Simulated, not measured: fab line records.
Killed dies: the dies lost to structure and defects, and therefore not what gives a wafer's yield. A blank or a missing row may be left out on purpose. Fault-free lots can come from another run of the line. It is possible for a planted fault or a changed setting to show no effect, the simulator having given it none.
A lot that was struck, set against a sound lot :: flow rit-cmos :: 15 out of 202 route steps
Sound: wafers L758.2, L758.3, L758.5. Struck: wafer L774.2 (left out: L774.1, L774.5 of the same lot, which were not struck); the cause appears at the end.
Order at every step that has rows: each side's tool, ch and its chambers, its first start. Under that, the readings that differ: sound wafers :: struck wafers :: difference of the means :: sigmas: that difference in standard deviations of wafers without a fault.
alike: words and numbers the same on both sides, and readings whose means are apart by under 2 such deviations; not compared: readings that were withheld, readings missing a value for some wafer, numbers with overlapping values and no deviation given by the record, and bounds like >300 which may hide the same value.
Wherever a step has rows on one side only, a row that says differs or no value, or a row with sigmas, the two part there. When numbers do not overlap yet have no deviation, they are printed without sigmas and do not part them. Lack of a reading on every wafer of one side parts them only where that side has two or more wafers.

first, 1 step without rows for these wafers: RIT_GATE_CVD_08 (deposits poly-Si from SiH4, target thk 250 nm, time 2220 s).
RIT_GATE_THK_MEAS_09:
  sound: film-metro-03 at day 3 07:27; struck: film-metro-03 at day 6 11:57
  alike: GATE_POLY_THK
then, 6 steps without rows for these wafers: RIT_GATE_HMDS_10 (prime time 60 s); RIT_GATE_COAT_11 (resist thk 850 nm); RIT_GATE_SOFTBAKE_12 (time 60 s); RIT_GATE_EXPOSE_13 (exposes mask M6, target cd 150 nm); RIT_GATE_PEB_14; RIT_GATE_DEVELOP_15 (develop time 50 s).
RIT_GATE_CD_MEAS_16: the cd target is 150 nm.
  sound: cd-sem-02 at day 3 08:22; struck: cd-sem-01 at day 6 12:59
  alike: cd-nm
RIT_GATE_OVL_MEAS_17:
  sound: overlay-01 at day 3 08:29; struck: overlay-02 at day 6 13:07
  alike: GATE_OVL
then, 1 step without rows for these wafers: RIT_GATE_HARDBAKE_18 (time 60 s).
RIT_GATE_ETCH_19: etches poly-Si in SF6/CHF3/O2, stops on SiO2, time 165 s, target depth 312.5 nm.
  sound on rie-si-01 ch 0,1,2, day 3 08:40; struck on rie-si-01 ch 3, day 6 13:18
reading: drypump-motor-current-A (A)
sound: 5.6 6.3 6.0
struck: 5.0
difference: -1.0
sigmas: -3
  alike: CHF3_flow_sccm, oes-product-au, throttle-valve-pct
  not compared: rf-hours-counter-h
RIT_GATE_STRIP_20: strips in O2, time 180 s.
  sound on plasma-asher-03 ch 0,1, day 3 08:46; struck on plasma-asher-01 ch 0, day 6 13:24
reading: o2-flow-sccm (sccm)
sound: 3990 4022 3993
struck: 5990
difference: +1988
sigmas: +99 or more
  alike: drypump-motor-current-A
  not compared: rf-hours-counter-h
RIT_GATE_CD_MEAS_90: the cd target is 150 nm.
  sound: cd-sem-01 at day 3 08:58; struck: cd-sem-02 at day 6 13:35
  alike: cd-nm
RIT_M1_PROBE_99:
  sound: prober-01 at day 4 05:03; struck: prober-02 at day 7 12:04
  alike: killed_at_M0_to_M3, killed-at-contacts, killed-at-front-end, killed-dies, killed-open, killed-short

WHERE THEY PART
At RIT_GATE_ETCH_19 first; at RIT_GATE_STRIP_20 last (within this record only). Later steps at which nothing parts them and some readings are alike: RIT_GATE_CD_MEAS_90, RIT_M1_PROBE_99.

WHY: what had been put in by the simulator
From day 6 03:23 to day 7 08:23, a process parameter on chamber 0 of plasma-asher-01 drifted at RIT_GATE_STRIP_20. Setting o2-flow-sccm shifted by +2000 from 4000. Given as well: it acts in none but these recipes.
